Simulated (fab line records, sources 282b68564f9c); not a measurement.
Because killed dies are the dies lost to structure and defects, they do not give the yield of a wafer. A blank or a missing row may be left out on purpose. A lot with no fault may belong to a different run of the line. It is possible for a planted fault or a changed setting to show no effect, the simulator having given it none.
Comparing a struck lot with a sound one / flow ritCmos / 44 steps out of a route of 202
Sound: wafers L896.3, L896.5, L896.6. Wafers L905.1, L905.2, L905.6 were the ones struck. The cause is given at the end.
At each step with rows: each side's tool, then ch and its chambers, then its first start. Under that, the readings that differ: sound wafers / struck wafers / difference of the means / sigmas: that difference in standard deviations of wafers without a fault.
alike: readings with means less than 2 such deviations apart, plus words and numbers identical on both sides. not compared: withheld readings, readings lacking a value on some wafer, bounds such as >300 that could conceal the same value, and numbers that have no deviation in the record and whose values overlap.
Wherever a step has rows on one side only, a row that says differs or no value, or a row with sigmas, the two part there. When numbers do not overlap yet have no deviation, they are printed without sigmas and do not part them. Lack of a reading on every wafer of one side parts them only where that side has two or more wafers.

first, 2 steps without rows for these wafers: RIT_NLDD_HARDBAKE_07 (time 60 s); RIT_NLDD_IMPLANT_08.
RIT_NLDD_STRIP_09: strips in O2, time 180 s.
  sound on plasmaAsher-02 ch 0,1, day 3 23:24; struck on plasmaAsher-04 ch 0,1, day 5 20:34
  alike: drypumpMotorCurrentA
  not compared: rfHoursCounterH
RIT_NLDD_TW_MEAS_10:
  sound on filmMetro-02 at day 3 23:32; struck on filmMetro-04 at day 5 20:44
  alike: NLDD_TW
then, 6 steps without rows for these wafers: RIT_PLDD_HMDS_00 (prime time 60 s); RIT_PLDD_COAT_01 (resist thk 1000 nm); RIT_PLDD_SOFTBAKE_02 (time 60 s); RIT_PLDD_EXPOSE_03 (exposes mask M8, target cd 40900 nm); RIT_PLDD_PEB_04; RIT_PLDD_DEVELOP_05 (develop time 50 s).
RIT_PLDD_OVL_MEAS_06:
  sound on overlay-01 at day 4 00:34; struck on overlay-02 at day 5 21:46
  alike: PLDD_OVL
then, 1 step without rows for these wafers: RIT_PLDD_HARDBAKE_07 (time 60 s).
RIT_PLDD_IMPLANT_08:
  sound on implanter-03 ch 0, day 4 00:47; struck on implanter-03 ch 0, day 5 21:58
reading=beamEnergyKeV; sound=20.008 20.004 20.008; struck=19.046 19.036 19.031; difference=-0.969; sigmas=-99 or more
reading=model.implant.rpNm (nm); sound=17.44 17.44 17.44; struck=16.47 16.47 16.47; difference=-0.97; sigmas=
reading=model.implant.drpNm (nm); sound=9.752 9.752 9.752; struck=9.42 9.42 9.42; difference=-0.33; sigmas=
RIT_PLDD_STRIP_09: strips in O2, time 180 s.
  sound on plasmaAsher-01 ch 0,1, day 4 00:57; struck on plasmaAsher-02 ch 0,1, day 5 22:07
  alike: drypumpMotorCurrentA
  not compared: rfHoursCounterH
RIT_PLDD_TW_MEAS_10:
  sound on filmMetro-02 at day 4 01:05; struck on filmMetro-01 at day 5 22:17
reading=PLDD_TW; sound=2359 2353 2352; struck=2305 2304 2310; difference=-48; sigmas=-2
then, 4 steps without rows for these wafers: RIT_SPACER_CLEAN_00 (cleans in SC1, time 600 s); RIT_SPACER_CLEAN_01 (cleans in dHF, time 30 s); RIT_SPACER_CLEAN_02 (cleans in SC2, time 600 s); RIT_SPACER_CVD_03 (deposits Si3N4 from SiH2Cl2/NH3, target thk 250 nm, time 3173 s).
RIT_SPACER_THK_MEAS_04:
  sound on filmMetro-03 at day 4 03:37; struck on filmMetro-01 at day 6 00:42
  alike: SPACER_NITRIDE_THK
RIT_SPACER_ETCHBACK_05: etches Si3N4 in SF6/CHF3, stops on SiO2, target depth 250 nm, time 240 s.
  sound on rieDiel-02 ch 1,2,3, day 4 03:40; struck on rieDiel-01 ch 0,1,2, day 6 00:46
  alike: drypumpMotorCurrentA, oesProductAu, throttleValvePct
  not compared: rfHoursCounterH
then, 6 steps without rows for these wafers: RIT_NSD_HMDS_00 (prime time 60 s); RIT_NSD_COAT_01 (resist thk 1000 nm); RIT_NSD_SOFTBAKE_02 (time 60 s); RIT_NSD_EXPOSE_03 (exposes mask M9, target cd 40700 nm); RIT_NSD_PEB_04; RIT_NSD_DEVELOP_05 (develop time 50 s).
RIT_NSD_OVL_MEAS_06:
  sound on overlay-02 at day 4 04:41; struck on overlay-01 at day 6 01:46
  alike: NSD_OVL
then, 2 steps without rows for these wafers: RIT_NSD_HARDBAKE_07 (time 60 s); RIT_NSD_IMPLANT_08.
RIT_NSD_STRIP_09: strips in O2, time 180 s.
  sound on plasmaAsher-04 ch 0,1, day 4 05:18; struck on plasmaAsher-04 ch 0,1, day 6 02:05
  alike: drypumpMotorCurrentA
  not compared: rfHoursCounterH
RIT_NSD_TW_MEAS_10:
  sound on filmMetro-01 at day 4 05:26; struck on filmMetro-01 at day 6 02:16
  alike: NSD_TW
then, 6 steps without rows for these wafers: RIT_PSD_HMDS_00 (prime time 60 s); RIT_PSD_COAT_01 (resist thk 1000 nm); RIT_PSD_SOFTBAKE_02 (time 60 s); RIT_PSD_EXPOSE_03 (exposes mask M10, target cd 40900 nm); RIT_PSD_PEB_04; RIT_PSD_DEVELOP_05 (develop time 50 s).
RIT_PSD_OVL_MEAS_06:
  sound on overlay-02 at day 4 06:28; struck on overlay-01 at day 6 03:29
  alike: PSD_OVL
then, 2 steps without rows for these wafers: RIT_PSD_HARDBAKE_07 (time 60 s); RIT_PSD_IMPLANT_08.
RIT_PSD_STRIP_09: strips in O2, time 180 s.
  sound on plasmaAsher-02 ch 0,1, day 4 06:51; struck on plasmaAsher-04 ch 0,1, day 6 03:49
  alike: drypumpMotorCurrentA
  not compared: rfHoursCounterH
RIT_SDANNEAL_RS_MEAS_06: the measuring method here is four-point-probe.
  sound on filmMetro-01 at day 4 07:44; struck on filmMetro-02 at day 6 04:43
reading=PLDD_RS (ohm/sq); sound=178.0 178.4 178.2; struck=181.7 181.9 181.6; difference=+3.5; sigmas=+7
RIT_M1_PROBE_99:
  sound on prober-02 at day 4 14:58; struck on prober-01 at day 6 11:57
reading=model.etest.pldd.rsOhmSq; sound=465 479.8 453.7; struck=568.1 585.8 566.9; difference=+107.4; sigmas=
reading=model.etest.pldd.lineOhmUm; sound=145.8 150.1 146.2; struck=180.3 185.4 180.8; difference=+34.8; sigmas=
  alike: killedAtFrontEnd, killedDies, killedOpen, killedShort

## WHERE THEY PART
Last at RIT_SDANNEAL_RS_MEAS_06 as far as this record goes, first at RIT_PLDD_IMPLANT_08. Later steps at which nothing parts them and some readings are alike: RIT_M1_PROBE_99.

WHY: the cause the simulator had injected
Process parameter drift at RIT_PLDD_IMPLANT_08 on implanter-03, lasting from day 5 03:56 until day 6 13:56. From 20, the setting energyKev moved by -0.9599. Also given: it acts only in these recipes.
